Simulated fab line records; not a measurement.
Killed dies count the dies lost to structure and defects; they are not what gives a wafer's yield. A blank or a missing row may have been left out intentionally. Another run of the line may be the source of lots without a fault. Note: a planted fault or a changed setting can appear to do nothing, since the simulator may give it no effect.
Split-lot experiment    flow rit-cmos    23 wafers read from 5 lots, route of 202 steps

ABOUT THE SPLIT
At RIT_GATE_COAT_11 (resist thk 850 nm), the setting resist-thk-nm was moved away from the recipe's 850 nm on 5 of the 23 wafers read, by -5.5% to +4.3%. The other wafers ran this setting at the recipe's value.

Reading taken at the split's own step.

THE READING
NOVOLAK_of_GATE_COAT_11.thk-nm (the simulator's own value, which no gauge read), in nm, at RIT_GATE_COAT_11 (resist thk 850 nm). The file gives no usual value for it. Across the 18 wafers here that went through the recipe, the average is 851.5 nm and the standard deviation 2.4 nm.

wafer   tool, chamber at the split  resist-thk-nm as run, nm  against the recipe  NOVOLAK_of_GATE_COAT_11.thk-nm, nm  against lot-mates on the recipe
L074.1  litho-track-02, 0           850                       recipe              851.4                               -
L074.2  litho-track-02, 0           850                       recipe              849.5                               -
L074.3  litho-track-02, 0           803.6                     -5.5%               802.3                               -48.2
L074.5  litho-track-02, 0           803.6                     -5.5%               802.1                               -48.4
L074.6  litho-track-02, 0           803.6                     -5.5%               802.4                               -48.1
L077.2  litho-track-03, 0           886.8                     +4.3%               885.6                               +37.5
L077.3  litho-track-03, 0           850                       recipe              847.1                               -
L077.4  litho-track-03, 0           886.8                     +4.3%               886.4                               +38.3
L077.5  litho-track-03, 0           850                       recipe              848.8                               -
L077.6  litho-track-03, 0           850                       recipe              848.4                               -
L078.1  litho-track-04, 0           850                       recipe              855.4                               -
L078.3  litho-track-04, 0           850                       recipe              855.8                               -
L078.4  litho-track-04, 0           850                       recipe              852.4                               -
L078.5  litho-track-04, 0           850                       recipe              852.4                               -
L078.6  litho-track-04, 0           850                       recipe              855.2                               -
L081.1  litho-track-03, 0           850                       recipe              849.5                               -
L081.2  litho-track-03, 0           850                       recipe              851.4                               -
L081.3  litho-track-03, 0           850                       recipe              851.2                               -
L081.4  litho-track-03, 0           850                       recipe              851                                 -
L081.6  litho-track-03, 0           850                       recipe              850.9                               -
L084.3  litho-track-04, 0           850                       recipe              851.2                               -
L084.4  litho-track-04, 0           850                       recipe              851.2                               -
L084.5  litho-track-04, 0           850                       recipe              854.3                               -

THE FIT
A straight line over all 23 wafers: NOVOLAK_of_GATE_COAT_11.thk-nm changes by +8.68 nm for each +1% of resist-thk-nm; r = +0.99; the points scatter about the line by 2.4 nm.
The same after taking each lot's own level away (the mean of its wafers on the recipe; 23 wafers): +8.8 nm for each +1%; r = +1.00; scatter 1.1 nm.
According to that fit, moving resist-thk-nm by its largest amount changes the reading by 48 nm.
From 848.10 to 854.24 nm: that is the span of the lots' own levels, equal to 2.6 times the standard deviation above.
Hence the lot-to-lot level has little effect on the slope; both slopes agree.
Check: -48.1 nm against its lot-mates is what the line predicts for one of the wafers moved furthest among these (-5.5%) when that wafer is left out of the fit. It came out at -48.2 nm against them.

FURTHER SPLITS ON THESE WAFERS
Note: prior to the reading, these wafers also went through further splits. Each is held against what the fit with the lots' levels taken away leaves over:
other split on the same wafers   wafers away from the commonest value  r with NOVOLAK_of_GATE_COAT_11.thk-nm (lot level and that fit taken away)
RIT_ACTIVE_OXIDATION_01 temp-c   10                                    -0.03
RIT_FOX2_OXIDATION_00 ox-time-s  15                                    +0.00
RIT_NWELL_IMPLANT_08 energy-kev  10                                    -0.10

FILE'S OWN FIT
NOVOLAK_of_GATE_COAT_11.thk-nm changes by +8.8 nm for each +1% of resist-thk-nm, r = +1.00.
